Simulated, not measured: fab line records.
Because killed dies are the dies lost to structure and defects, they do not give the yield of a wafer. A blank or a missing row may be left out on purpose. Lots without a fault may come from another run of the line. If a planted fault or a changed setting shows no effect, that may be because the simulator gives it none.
fab line records	flow berkeleyCmos170
[record] lots = 6	wafers = 18	lastDay = 13
route steps=331 shown PWELL@46 WELLDRIVE@55 ACTIVE@60 PFIELD@79 M3@331
lots untouched by any fault: they come from a run of this same line in which no faults occurred
startH: hours from the record's first day to the start of the lot's first wafer shown	waitH: time in hours since the lot's previous step	" unchanged from the row above	L1.1+2: one row covering several wafers at once	- no value, or no start was given	* or withheld: withheld	< > ~ a bound
route shown NAME@n: a module of which the file shows steps, and the number in the route of the first	usual: average and standard deviation across the fault-free wafers	same: alike in all rows	chamber/n: place in a boat	sites: each site's reading	_std_site: standard deviation across them	_edge_site: inner sites' mean taken away from outer sites' mean	radiusMm: how far each site lies from the wafer's centre	mask NAME#n: copy n	behind: tool/chamber where the wafer was last shaped	hold: the reason the lot was held/the length of the hold in hours/how it ended	device: the transistor (n, p or np) that didn't switch	end of line: at the end of the route, the tests of the same wafers	a step with no rows: only its recipe	killed: at the first sort, the dies lost to defects and structure; wafer yield is something else	map: shows each die of a wafer: x if killed, . if not, _ if none is there
set.NAME: the setting that was run; set.NAME@STEP: the one run at that earlier step	model.NAME: the simulator's own value behind a step, which no gauge read
lots at selected steps of the route; one table per step, one row per wafer
services: from which hour (startH, from the record's first day; less than 0 if before it) a tool's chamber was out of use, for how many hours, and why
[[steps]]
[step UCB170_PWELL_DEVELOP_12]
[recipe] developer = TMAH	developTimeS = 45	resist = KrF	devTempC = 21
[step UCB170_PWELL_OVL_MEAS_13]
[usual] PWELL_OVL = -2/5.8
lot.wafer	tool	chamber	startH	waitH	PWELL_OVL[nm]
L456.1	overlay-02	-	98.34	-	0
L456.4	"	-	"	"	7
L456.5	"	-	"	"	1
L457.1	overlay-01	-	106.08	-	4
L457.3	"	-	"	"	6
L457.4	"	-	"	"	-5
L465.1	overlay-02	-	144.12	-	-6
L465.4	"	-	"	"	-9
L465.5	"	-	"	"	-15
L466.3	overlay-02	-	154.12	-	-2
L466.4	"	-	"	"	-3
L466.6	"	-	"	"	-17
L468.2	overlay-02	-	161.65	-	6
L468.5	"	-	"	"	6
L468.6	"	-	"	"	7
L469.1	overlay-02	-	161.88	-	0
L469.3	"	-	"	"	-2
L469.4	"	-	"	"	-1
[step UCB170_PWELL_ETCH_14]
[recipe] chemistry = CH3F/Ar/O2	target = Si3N4	stopOn = SiO2	CH3F_flow_sccm = 20	Ar_flow_sccm = 50	O2_flow_sccm = 7	pressureMtorr = 50	rfW = 450	targetDepthA = 2420	overEtchFrac = 0.1	timeS = 151
[usual] drypumpMotorCurrentA = 5.8/0.52	oesProductAu = 0.938/0.014	rfFwdPowerW = 448.3/1.5	throttleValvePct = 8.02/0.12
[same] overEtchFrac = 0.1	timeS = 151
lot.wafer	tool	chamber	startH	waitH	drypumpMotorCurrentA	oesProductAu	rfFwdPowerW	rfHoursCounterH	throttleValvePct
L456.1	rieDiel-04	3	98.38	0.0	5.1	0.919	449.9	7	7.98
L456.4	"	1	"	"	5.8	0.960	448.6	96	7.84
L456.5	"	3	"	"	5.1	0.923	448.4	-	7.97
L457.1	rieDiel-03	3	106.11	0.0	6.3	0.937	447.6	50	7.99
L457.3	"	0	"	"	6.4	0.945	448.3	150	8.22
L457.4	"	1	"	"	6.2	0.954	447.2	35	7.89
L465.1	rieDiel-04	3	144.16	0.0	5.1	0.946	449.5	9	7.98
L465.4	"	0	"	"	5.3	0.921	448.6	34	7.95
L465.5	"	0	"	"	5.3	0.943	450.7	-	7.97
L466.3	rieDiel-03	2	154.14	0.0	6.4	0.944	447.5	5	8.01
L466.4	"	1	"	"	6.2	0.948	449.9	38	7.90
L466.6	"	2	"	"	6.4	0.959	447.4	-	7.98
L468.2	rieDiel-04	1	161.68	0.0	5.8	0.942	450.6	98	7.86
L468.5	"	3	"	"	5.2	0.921	448.5	-	7.97
L468.6	"	0	"	"	5.2	0.928	450.9	-	7.96
L469.1	rieDiel-01	2	161.92	0.0	4.9	0.920	446.8	127	8.16
L469.3	"	3	"	"	5.7	0.927	445.6	69	8.14
L469.4	"	2	"	"	4.9	0.918	449.8	-	8.16
[step UCB170_PWELL_IMPLANT_15]
[recipe] species = B	doseCm2 = 5e+12	energyKev = 59.46	tiltDeg = 7
[step UCB170_PWELL_STRIP_16]
[recipe] chemistry = O2	powerW = 400	pressureMtorr = 3500	platenTempC = withheld	o2FlowSccm = 400	overashFraction = 0.5
[usual] drypumpMotorCurrentA = 5.7/0.6	oesProductAu = 0.721/0.0046	stripTimeToEndpointS = 18.12/0.082
lot.wafer	tool	chamber	startH	waitH	drypumpMotorCurrentA	oesProductAu	rfHoursCounterH	stripTimeToEndpointS
L456.1	plasmaAsher-04	0	98.63	0.1	4.9	0.723	35	18.12
L456.4	"	0	"	"	4.9	0.736	-	18.19
L456.5	"	1	"	"	5.4	0.714	-	18.15
L457.1	plasmaAsher-01	0	106.36	0.1	5.7	0.719	37	17.94
L457.3	"	0	"	"	5.7	0.724	-	18.00
L457.4	"	1	"	"	5.2	0.726	-	18.01
L465.1	plasmaAsher-02	1	144.41	0.1	6.6	0.725	33	18.07
L465.4	"	1	"	"	6.6	0.719	-	18.06
L465.5	"	1	"	"	6.6	0.721	-	18.15
L466.3	plasmaAsher-02	0	154.43	0.1	6.1	0.720	-	18.14
L466.4	"	1	"	"	6.6	0.717	-	18.21
L466.6	"	1	"	"	6.6	0.717	-	18.14
L468.2	plasmaAsher-02	0	161.93	0.1	6.1	0.720	35	18.11
L468.5	"	1	"	"	6.6	0.708	-	18.16
L468.6	"	0	"	"	6.1	0.721	-	18.18
L469.1	plasmaAsher-04	1	162.17	0.1	5.4	0.721	41	18.06
L469.3	"	1	"	"	5.4	0.717	-	18.08
L469.4	"	0	"	"	4.9	0.724	-	18.08
[step UCB170_PWELL_TW_MEAS_17]
[usual] PWELL_TW = 375/4.6
lot.wafer	tool	chamber	startH	waitH	PWELL_TW
L456.1	filmMetro-04	-	98.74	0.1	383
L456.4	"	-	"	"	384
L456.5	"	-	"	"	385
L457.1	filmMetro-01	-	106.46	0.1	378
L457.3	"	-	"	"	379
L457.4	"	-	"	"	378
L465.1	filmMetro-02	-	144.51	0.1	373
L465.4	"	-	"	"	371
L465.5	"	-	"	"	372
L466.3	filmMetro-01	-	154.51	0.1	378
L466.4	"	-	"	"	379
L466.6	"	-	"	"	380
L468.2	filmMetro-04	-	162.04	0.1	385
L468.5	"	-	"	"	383
L468.6	"	-	"	"	385
L469.1	filmMetro-02	-	162.27	0.1	373
L469.3	"	-	"	"	372
L469.4	"	-	"	"	373
[step UCB170_PWELL_CLEAN_18]
[recipe] chemistry = SPM	tempC = 120	timeS = 600
[step UCB170_PWELL_WET_ETCH_19]
[recipe] chemistry = H3PO4	target = Si3N4	tempC = 160	timeS = 14400
[step UCB170_PWELL_WET_ETCH_20]
[recipe] chemistry = BOE	dilution = 5:1	target = SiO2	tempC = 25	timeS = 22
[step UCB170_WELLDRIVE_CLEAN_00]
[recipe] chemistry = SPM	tempC = 120	timeS = 600
[step UCB170_WELLDRIVE_OXIDATION_01]
[recipe] tempC = 1100	ambient = O2	targetThkA = 1990	oxTimeS = 9000
[step UCB170_WELLDRIVE_THK_MEAS_02]
[recipe] reads = SiO2_of_WELLDRIVE_OXIDATION_01
[usual] WELLDRIVE_OXIDE_THK = 198/3.5
lot.wafer	tool	chamber	startH	waitH	WELLDRIVE_OXIDE_THK[nm]
L456.1	filmMetro-02	-	112.82	0.0	194
L456.4	"	-	"	"	194
L456.5	"	-	"	"	195
L457.1	filmMetro-02	-	119.60	0.0	201
L457.3	"	-	"	"	200
L457.4	"	-	"	"	206
L465.1	filmMetro-01	-	158.70	0.0	190
L465.4	"	-	"	"	195
L465.5	"	-	"	"	191
L466.3	filmMetro-02	-	169.67	0.0	196
L466.4	"	-	"	"	197
L466.6	"	-	"	"	196
L469.1	filmMetro-03	-	176.40	0.0	200
L469.3	"	-	"	"	201
L469.4	"	-	"	"	203
L468.2	filmMetro-01	-	176.41	0.0	203
L468.5	"	-	"	"	200
L468.6	"	-	"	"	204
[step UCB170_WELLDRIVE_ANNEAL_03]
[recipe] tempC = 1100	timeS = 900	ambient = N2
[usual] spikeTcLoadC = 1126.4/0.97	tube_center_temp_C_max = 1102.9/0.39	zonePowerSourcePct = 52.1/0.54
[same] timeS = 900
lot.wafer	tool	chamber	startH	waitH	spikeTcLoadC	tube_center_temp_C_max	zonePowerSourcePct
L456.1	furnace-02	0	118.27	5.4	1126.1	1102.9	52.1
L456.4	"	0	"	"	1128.1	1102.4	52.9
L456.5	"	0	"	"	1126.5	1102.4	52.7
L457.1	furnace-04	0	124.86	5.2	1128.9	1102.8	50.9
L457.3	"	0	"	"	1128.3	1103.2	52.2
L457.4	"	0	"	"	1126.1	1102.5	51.9
L465.1	furnace-04	0	165.29	6.6	1126.1	1103.7	51.2
L465.4	"	0	"	"	1126.7	1103.0	51.6
L465.5	"	0	"	"	1127.1	1103.3	52.5
L466.3	furnace-04	0	176.39	6.7	1127.5	1102.9	51.4
L466.4	"	0	"	"	1126.4	1103.3	51.1
L466.6	"	0	"	"	1126.3	1102.3	52.3
L468.2	furnace-02	0	181.94	5.5	1126.2	1102.9	52.2
L468.5	"	0	"	"	1126.0	1103.2	51.5
L468.6	"	0	"	"	1125.5	1102.7	51.8
L469.1	furnace-02	0	181.94	5.5	1127.0	1102.3	51.4
L469.3	"	0	"	"	1127.0	1102.7	52.5
L469.4	"	0	"	"	1126.7	1102.3	52.1
[step UCB170_WELLDRIVE_WET_ETCH_04]
[recipe] chemistry = BOE	dilution = 5:1	target = SiO2	tempC = 25	timeS = 120
[step UCB170_ACTIVE_CLEAN_00]
[recipe] chemistry = SPM	tempC = 120	timeS = 600
[step UCB170_ACTIVE_CLEAN_01]
[recipe] chemistry = dHF	dilution = 25:1	timeS = 60
[step UCB170_ACTIVE_OXIDATION_02]
[recipe] tempC = 1000	ambient = O2	targetThkA = 264	oxTimeS = 1260
[step UCB170_ACTIVE_THK_MEAS_03]
[recipe] reads = SiO2_of_ACTIVE_OXIDATION_02
[usual] ACTIVE_OXIDE_THK = 26.2/0.45
lot.wafer	tool	chamber	startH	waitH	ACTIVE_OXIDE_THK[nm]
L456.1	filmMetro-03	-	126.62	0.0	26.5
L456.4	"	-	"	"	26.6
L456.5	"	-	"	"	26.5
L457.1	filmMetro-03	-	132.07	0.0	25.5
L457.3	"	-	"	"	25.7
L457.4	"	-	"	"	25.6
L465.1	filmMetro-03	-	175.25	0.0	26.5
L465.4	"	-	"	"	26.2
L465.5	"	-	"	"	26.5
L466.3	filmMetro-02	-	183.43	0.0	26.2
L466.4	"	-	"	"	26.2
L466.6	"	-	"	"	25.8
L469.1	filmMetro-04	-	188.89	0.0	25.6
L469.3	"	-	"	"	25.3
L469.4	"	-	"	"	25.7
L468.2	filmMetro-03	-	188.90	0.0	27.3
L468.5	"	-	"	"	27.6
L468.6	"	-	"	"	27.3
[step UCB170_ACTIVE_ANNEAL_04]
[recipe] tempC = 1000	timeS = 900	ambient = N2
[step UCB170_ACTIVE_CVD_05]
[recipe] material = Si3N4	targetThkNm = 220	tempC = 800	precursor = SiH2Cl2/NH3	timeS = 3300	pressureMtorr = 200	sih2cl2FlowSccm = 25	nh3FlowSccm = 75
[step UCB170_ACTIVE_THK_MEAS_06]
[recipe] reads = Si3N4_of_ACTIVE_CVD_05
[usual] ACTIVE_NITRIDE_THK = 219.9/1.9
lot.wafer	tool	chamber	startH	waitH	ACTIVE_NITRIDE_THK[nm]
L456.1	filmMetro-04	-	135.12	0.0	219.6
L456.4	"	-	"	"	220.9
L456.5	"	-	"	"	219.2
L457.1	filmMetro-03	-	140.35	0.0	219.4
L457.3	"	-	"	"	218.1
L457.4	"	-	"	"	219.3
L465.1	filmMetro-03	-	184.06	0.0	217.7
L465.4	"	-	"	"	216.9
L465.5	"	-	"	"	216.0
L466.3	filmMetro-03	-	192.07	0.0	222.0
L466.4	"	-	"	"	223.6
L466.6	"	-	"	"	221.4
L468.2	filmMetro-04	-	201.71	0.0	219.9
L468.5	"	-	"	"	221.8
L468.6	"	-	"	"	222.1
L469.1	filmMetro-04	-	201.76	0.1	219.6
L469.3	"	-	"	"	221.7
L469.4	"	-	"	"	222.0
[step UCB170_ACTIVE_HMDS_07]
[recipe] primeTimeS = 60	primeTempC = 100
[step UCB170_ACTIVE_COAT_08]
[recipe] resist = KrF	spinRpm = 1500	resistThkNm = 900
[step UCB170_ACTIVE_SOFTBAKE_09]
[recipe] resist = KrF	tempC = 130	timeS = 60
[step UCB170_ACTIVE_EXPOSE_10]
[recipe] maskId = ACTIVE	targetCdNm = 1200	na = 0.5	sigmaOuter = 0.6	sourceShape = conventional	doseMj = 20.31
[step UCB170_ACTIVE_PEB_11]
[recipe] pebTempC = 130	pebTimeS = withheld	resist = KrF
[step UCB170_ACTIVE_DEVELOP_12]
[recipe] developer = TMAH	developTimeS = 45	resist = KrF	devTempC = 21
[step UCB170_ACTIVE_CD_MEAS_13]
[recipe] targetCdNm = 1200
[usual] cdNm = 1201.0/1.6
lot.wafer	tool	chamber	startH	waitH	cdNm
L456.1	cdSem-01	-	136.02	-	1201.0
L456.4	"	-	"	"	1201.7
L456.5	"	-	"	"	1202.4
L457.1	cdSem-01	-	141.37	-	1200.2
L457.3	"	-	"	"	1200.7
L457.4	"	-	"	"	1200.4
L465.1	cdSem-02	-	185.96	-	1201.0
L465.4	"	-	"	"	1200.6
L465.5	"	-	"	"	1200.4
L466.3	cdSem-02	-	193.00	-	1199.6
L466.4	"	-	"	"	1199.3
L466.6	"	-	"	"	1199.8
L468.2	cdSem-02	-	202.64	-	1200.3
L468.5	"	-	"	"	1199.9
L468.6	"	-	"	"	1199.6
L469.1	cdSem-02	-	202.84	-	1200.1
L469.3	"	-	"	"	1200.9
L469.4	"	-	"	"	1199.9
[step UCB170_ACTIVE_OVL_MEAS_14]
[usual] ACTIVE_OVL = 0/4.6
lot.wafer	tool	chamber	startH	waitH	ACTIVE_OVL[nm]
L456.1	overlay-02	-	136.14	0.1	3
L456.4	"	-	"	"	-1
L456.5	"	-	"	"	6
L457.1	overlay-02	-	141.49	0.1	0
L457.3	"	-	"	"	-5
L457.4	"	-	"	"	-3
L465.1	overlay-01	-	186.08	0.1	1
L465.4	"	-	"	"	8
L465.5	"	-	"	"	0
L466.3	overlay-02	-	193.09	0.1	-3
L466.4	"	-	"	"	3
L466.6	"	-	"	"	2
L468.2	overlay-02	-	202.75	0.1	-4
L468.5	"	-	"	"	-11
L468.6	"	-	"	"	3
L469.1	overlay-01	-	202.96	0.1	2
L469.3	"	-	"	"	-4
L469.4	"	-	"	"	-1
[step UCB170_ACTIVE_ETCH_15]
[recipe] chemistry = CH3F/Ar/O2	target = Si3N4	stopOn = SiO2	CH3F_flow_sccm = 20	Ar_flow_sccm = 50	O2_flow_sccm = 7	pressureMtorr = 50	rfW = 450	targetDepthA = 2420	overEtchFrac = 0.1	timeS = 151
[usual] drypumpMotorCurrentA = 5.9/0.57	oesProductAu = 0.954/0.017	rfFwdPowerW = 448.1/1.4	throttleValvePct = 7.98/0.13
[same] overEtchFrac = 0.1	timeS = 151
lot.wafer	tool	chamber	startH	waitH	drypumpMotorCurrentA	oesProductAu	rfFwdPowerW	rfHoursCounterH	throttleValvePct
L456.1	rieDiel-02	0	136.18	0.0	6.1	0.967	448.5	10	7.83
L456.4	"	0	"	"	6.1	0.982	445.8	-	7.83
L456.5	"	3	"	"	5.7	0.977	446.7	-	8.19
L457.1	rieDiel-03	3	141.53	0.0	6.3	0.934	450.7	51	7.98
L457.3	"	2	"	"	6.4	0.951	448.5	4	8.02
L457.4	"	0	"	"	6.4	0.934	448.2	151	8.22
L465.1	rieDiel-03	3	186.12	0.0	6.3	0.924	449.5	54	7.98
L465.4	"	2	"	"	6.5	0.949	449.4	-	8.00
L465.5	"	1	"	"	6.2	0.944	446.5	-	7.90
L466.3	rieDiel-03	1	193.11	0.0	6.2	0.955	448.2	40	7.88
L466.4	"	0	"	"	6.4	0.943	446.5	0	8.22
L466.6	"	0	"	"	6.4	0.945	449.9	-	8.24
L468.2	rieDiel-04	1	202.78	0.0	5.8	0.950	448.9	100	7.85
L468.5	"	2	"	"	5.9	0.956	449.9	-	7.91
L468.6	"	1	"	"	5.8	0.950	447.1	-	7.87
L469.1	rieDiel-03	0	203.00	0.0	6.4	0.934	449.0	0	8.23
L469.3	"	2	"	"	6.4	0.965	446.8	7	8.00
L469.4	"	0	"	"	6.4	0.939	449.0	-	8.22
[step UCB170_ACTIVE_STRIP_16]
[recipe] chemistry = O2	powerW = 400	pressureMtorr = 3500	platenTempC = withheld	o2FlowSccm = 400	overashFraction = 0.5
[usual] drypumpMotorCurrentA = 5.4/0.44	oesProductAu = 0.721/0.0045	stripTimeToEndpointS = 18.08/0.089
lot.wafer	tool	chamber	startH	waitH	drypumpMotorCurrentA	oesProductAu	rfHoursCounterH	stripTimeToEndpointS
L456.1	plasmaAsher-01	0	136.28	0.1	5.7	0.715	3	18.12
L456.4	"	0	"	"	5.7	0.723	-	18.12
L456.5	"	0	"	"	5.7	0.725	-	18.03
L457.1	plasmaAsher-03	0	141.63	0.1	6.0	0.717	41	17.91
L457.3	"	0	"	"	6.0	0.720	-	18.01
L457.4	"	1	"	"	4.7	0.716	-	18.12
L465.1	plasmaAsher-01	1	186.22	0.1	5.3	0.727	8	18.13
L465.4	"	0	"	"	5.7	0.726	-	18.06
L465.5	"	0	"	"	5.7	0.719	-	18.19
L466.3	plasmaAsher-04	1	193.25	0.1	5.3	0.726	-	18.04
L466.4	"	0	"	"	4.9	0.715	-	18.09
L466.6	"	0	"	"	4.9	0.718	-	18.03
L468.2	plasmaAsher-03	1	202.88	0.1	4.7	0.722	48	18.09
L468.5	"	1	"	"	4.7	0.725	-	18.22
L468.6	"	0	"	"	6.0	0.721	-	18.12
L469.1	plasmaAsher-01	1	203.10	0.1	5.2	0.723	10	18.05
L469.3	"	1	"	"	5.3	0.716	-	17.96
L469.4	"	0	"	"	5.7	0.722	-	18.14
[step UCB170_ACTIVE_CD_MEAS_90]
[recipe] targetCdNm = 1200
[usual] cdNm = 1200.9/1.6
lot.wafer	tool	chamber	startH	waitH	cdNm
L456.1	cdSem-02	-	136.38	0.1	1200.8
L456.4	"	-	"	"	1201.4
L456.5	"	-	"	"	1202.3
L457.1	cdSem-01	-	141.74	0.1	1199.7
L457.3	"	-	"	"	1200.5
L457.4	"	-	"	"	1200.5
L465.1	cdSem-01	-	186.35	0.1	1200.8
L465.4	"	-	"	"	1201.1
L465.5	"	-	"	"	1200.5
L466.3	cdSem-02	-	193.36	0.1	1200.0
L466.4	"	-	"	"	1199.1
L466.6	"	-	"	"	1199.1
L468.2	cdSem-02	-	203.22	0.3	1200.4
L468.5	"	-	"	"	1199.6
L468.6	"	-	"	"	1200.2
L469.1	cdSem-02	-	203.32	0.2	1199.5
L469.3	"	-	"	"	1200.9
L469.4	"	-	"	"	1199.8
[step UCB170_ACTIVE_CLEAN_17]
[recipe] chemistry = SPM	tempC = 120	timeS = 600
[step UCB170_PFIELD_HMDS_00]
[recipe] primeTimeS = 60	primeTempC = 100
[step UCB170_PFIELD_COAT_01]
[recipe] resist = KrF	spinRpm = 1500	resistThkNm = 900
[step UCB170_PFIELD_SOFTBAKE_02]
[recipe] resist = KrF	tempC = 130	timeS = 60
[step UCB170_PFIELD_EXPOSE_03]
[recipe] maskId = PFIELD	na = 0.5	sigmaOuter = 0.6	sourceShape = conventional	targetCdNm = 1500	doseMj = 30
[step UCB170_PFIELD_PEB_04]
[recipe] pebTempC = 130	pebTimeS = withheld	resist = KrF
[step UCB170_PFIELD_DEVELOP_05]
[recipe] developer = TMAH	developTimeS = 45	resist = KrF	devTempC = 21
[step UCB170_PFIELD_OVL_MEAS_06]
[usual] PFIELD_OVL = 1/5.8
lot.wafer	tool	chamber	startH	waitH	PFIELD_OVL[nm]
L456.1	overlay-02	-	137.64	-	2
L456.4	"	-	"	"	-3
L456.5	"	-	"	"	-8
L457.1	overlay-02	-	145.45	-	6
L457.3	"	-	"	"	0
L457.4	"	-	"	"	-2
L465.1	overlay-02	-	187.76	-	0
L465.4	"	-	"	"	-4
L465.5	"	-	"	"	-3
L466.3	overlay-02	-	194.78	-	2
L466.4	"	-	"	"	-3
L466.6	"	-	"	"	-2
L468.2	overlay-02	-	204.34	-	6
L468.5	"	-	"	"	4
L468.6	"	-	"	"	5
L469.1	overlay-01	-	204.69	-	6
L469.3	"	-	"	"	9
L469.4	"	-	"	"	1
[step UCB170_PFIELD_IMPLANT_07]
[recipe] species = B	doseCm2 = 2e+13	energyKev = 80	tiltDeg = 7
[step UCB170_PFIELD_STRIP_08]
[recipe] chemistry = O2	powerW = 400	pressureMtorr = 3500	platenTempC = withheld	o2FlowSccm = 400	overashFraction = 0.5
[usual] drypumpMotorCurrentA = 5.6/0.61	oesProductAu = 0.734/0.0049	stripTimeToEndpointS = 21.67/0.085
lot.wafer	tool	chamber	startH	waitH	drypumpMotorCurrentA	oesProductAu	rfHoursCounterH	stripTimeToEndpointS
L456.1	plasmaAsher-01	0	137.83	0.1	5.7	0.736	3	21.67
L456.4	"	0	"	"	5.7	0.743	-	21.66
L456.5	"	1	"	"	5.2	0.731	-	21.66
L457.1	plasmaAsher-01	0	145.64	0.1	5.7	0.737	3	21.68
L457.3	"	0	"	"	5.7	0.736	-	21.61
L457.4	"	1	"	"	5.2	0.720	-	21.65
L465.1	plasmaAsher-01	1	187.94	0.1	5.2	0.736	8	21.80
L465.4	"	0	"	"	5.7	0.733	-	21.76
L465.5	"	1	"	"	5.3	0.732	-	21.80
L466.3	plasmaAsher-01	0	194.99	0.1	5.7	0.734	-	21.73
L466.4	"	1	"	"	5.3	0.734	-	21.70
L466.6	"	0	"	"	5.7	0.737	-	21.75
L468.2	plasmaAsher-01	1	204.52	0.1	5.2	0.736	10	21.76
L468.5	"	0	"	"	5.7	0.734	-	21.77
L468.6	"	1	"	"	5.2	0.727	-	21.77
L469.1	plasmaAsher-02	0	204.88	0.1	6.1	0.738	40	21.61
L469.3	"	0	"	"	6.1	0.734	-	21.54
L469.4	"	1	"	"	6.6	0.730	-	21.67
[step UCB170_M3_PROBE_99]
lot.wafer	tool	chamber	startH	waitH	model.etest.diodeNwellSub.leakLog10ACm2	model.etest.diodeNplusPwell.leakLog10ACm2	model.etest.diodeNplusComb.leakLog10ACm2	model.etest.diodePplusNwell.leakLog10ACm2	model.etest.contactDiodeArray.leakLog10A	model.etest.selectEdgeDiodeN.leakLog10A	model.etest.diodePplusComb.leakLog10ACm2	model.etest.selectEdgeDiodeP.leakLog10A
L456.1	prober-01	-	245.54	0.1	-7.242	-7.745	-7.452	-7.616	-11.45	-12.16	-7.587	-12.1
L456.4	prober-01	-	245.69	0.2	-7.458	-7.679	-7.61	-7.39	-11.44	-12.09	-7.35	-12.13
L456.5	prober-01	-	245.74	0.2	-7.607	-7.571	-7.554	-7.417	-11.36	-12.11	-7.29	-12.01
L457.1	prober-01	-	248.00	0.1	-7.268	-7.818	-7.483	-7.733	-11.44	-12.06	-7.254	-12.04
L457.3	prober-01	-	248.10	0.2	-7.565	-8.089	-7.31	-7.6	-11.57	-12.04	-7.282	-12.05
L457.4	prober-01	-	248.15	0.2	-7.071	-7.633	-7.654	-7.4	-11.59	-12.09	-7.136	-11.95
L466.3	prober-02	-	285.67	0.2	-6.214	-6.763	-6.662	-6.376	-10.68	-11.52	-6.661	-11.73
L466.4	prober-02	-	285.72	0.2	-6.034	-6.583	-6.595	-6.578	-10.5	-11.36	-6.872	-11.79
L466.6	prober-02	-	285.82	0.2	-6.084	-7.193	-7.003	-6.867	-11.15	-11.73	-7.015	-12.03
L465.1	prober-02	-	292.30	0.1	-6.42	-6.758	-6.591	-6.602	-10.74	-11.31	-6.724	-11.73
L465.4	prober-02	-	292.45	0.2	-6.132	-6.732	-6.781	-6.744	-10.62	-11.57	-6.392	-11.43
L465.5	prober-02	-	292.50	0.2	-6.188	-6.99	-6.621	-6.525	-11.07	-11.51	-6.707	-11.59
L469.1	prober-01	-	299.97	0.1	-7.03	-7.966	-7.422	-7.535	-11.73	-12.06	-7.182	-12.08
L469.3	prober-01	-	300.07	0.2	-7.276	-7.675	-7.396	-7.138	-11.47	-12.04	-7.053	-11.96
L469.4	prober-01	-	300.12	0.2	-7.025	-7.854	-7.327	-7.282	-11.63	-11.81	-7.152	-12.09
L468.2	prober-02	-	300.44	0.1	-7.161	-7.407	-7.764	-7.197	-11.23	-12.27	-6.898	-11.88
L468.5	prober-02	-	300.59	0.2	-7.382	-7.659	-7.541	-7.624	-11.39	-12.1	-7.318	-12.18
L468.6	prober-02	-	300.64	0.2	-7.504	-7.413	-7.676	-7.586	-11.5	-12.32	-7.231	-12.08
// killed by level:class
L456.1 START:geometricParticle:short=1 WELLDRIVE:geometricParticle:short=1 GATE:geometricParticle:short=1 GATE:geometricParticle:open=1 SILICIDE:geometricParticle:short=1 V2:geometricParticle:open=1
L456.4 FIELD:geometricParticle:open=1
L456.5 SPACER:geometricParticle:short=1 M2:geometricParticle:open=1 PFIELD:coatMicrobubblePrinted=1
L457.1 START:geometricParticle:open=1 SPACER:geometricParticle:open=1 V1:geometricParticle:short=1
L457.3 SILICIDE:geometricParticle:short=1 M2:geometricParticle:short=1
L457.4 SACOX:geometricParticle:open=1 SACOX:geometricParticle:short=1 SILICIDE:geometricParticle:short=1 SILICIDE:geometricParticle:open=1 M1:geometricParticle:short=1 V1:geometricParticle:open=1 M3:geometricParticle:short=1
L465.1 GATE:geometricParticle:open=1 SPACER:geometricParticle:short=1
L465.4 WELLDRIVE:geometricParticle:open=1 FIELD:geometricParticle:short=1
L465.5 SPACER:geometricParticle:open=1
L469.1 WELLDRIVE:geometricParticle:short=1 GATE:geometricParticle:open=1
L469.3 GATE:geometricParticle:short=2 FIELD:geometricParticle:open=1 GATE:geometricParticle:open=1 V2:geometricParticle:short=1
L468.2 GATE:geometricParticle:open=1 SPACER:geometricParticle:open=1 SILICIDE:geometricParticle:open=1
L468.5 GATE:geometricParticle:open=2 SPACER:geometricParticle:short=2 WELLDRIVE:geometricParticle:short=1 FIELD:geometricParticle:open=1 SILICIDE:geometricParticle:open=1 CONTACT:geometricParticle:short=1 ACTIVE:areaEtch=1
L468.6 SILICIDE:geometricParticle:open=2 WELLDRIVE:geometricParticle:open=1
[[services]]
tool	chamber	startH	hours	kind
rieDiel-01	-	76.87	14.6	pm
rieDiel-03	0	97.21	6.2	repair
plasmaAsher-01	-	108.75	9.0	pm
plasmaAsher-01	0	108.75	9.0	ventCycle
plasmaAsher-01	1	108.75	9.0	ventCycle
rieDiel-01	3	116.93	13.3	repair
plasmaAsher-04	-	117.67	1.4	repair
plasmaAsher-01	0	117.75	-	clean
plasmaAsher-01	1	117.75	-	clean
rieDiel-01	2	119.41	7.6	repair
plasmaAsher-04	-	121.88	6.6	repair
rieDiel-04	2	122.54	4.4	repair
plasmaAsher-03	-	123.51	3.5	repair
plasmaAsher-04	-	132.59	3.6	repair
rieDiel-02	1	136.08	7.0	repair
rieDiel-01	1	137.26	1.7	repair
rieDiel-01	1	161.36	2.5	repair
rieDiel-03	0	165.17	-	clean
rieDiel-04	3	170.51	8.8	repair
plasmaAsher-04	-	173.59	2.8	repair
rieDiel-01	2	182.46	16.5	repair
rieDiel-02	3	183.62	18.6	repair
rieDiel-03	3	201.23	7.4	repair
rieDiel-01	0	202.88	1.6	repair
[[key]]
firstSign none at tools or gauges
[modelEffect] step = UCB170_M3_PROBE_99	value = etest.diodeNwellSub.leakLog10ACm2	without = -7.422	struck = -6.179
metAt UCB170_WELLDRIVE_ANNEAL_03
struckWafers L465.1,L465.4,L465.5,L466.3,L466.4,L466.6
sortLeftOut L466.3,L466.4,L466.6
testerLeftOut L465,L466
onsetBetween 124.86 165.29
[fault] kind = metallicContaminationSource	tool = furnace-04	chamber = -	onsetH = 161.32	steps = UCB170_WELLDRIVE_ANNEAL_03	rateCm2PerVisit = 6e+12	species = metalFeCm2
// testerLeftOut: of these lots the tester's yield and bins aren't shown, on N5 and GAA mostly nor the transistor test; their killed dies are dies lost to structure and defects alone, not to doping, threshold or leakage, so they don't give the yield
// sortLeftOut: the simulated sort isn't trusted on such a fault, so these wafers' sort isn't shown, and their yield isn't known
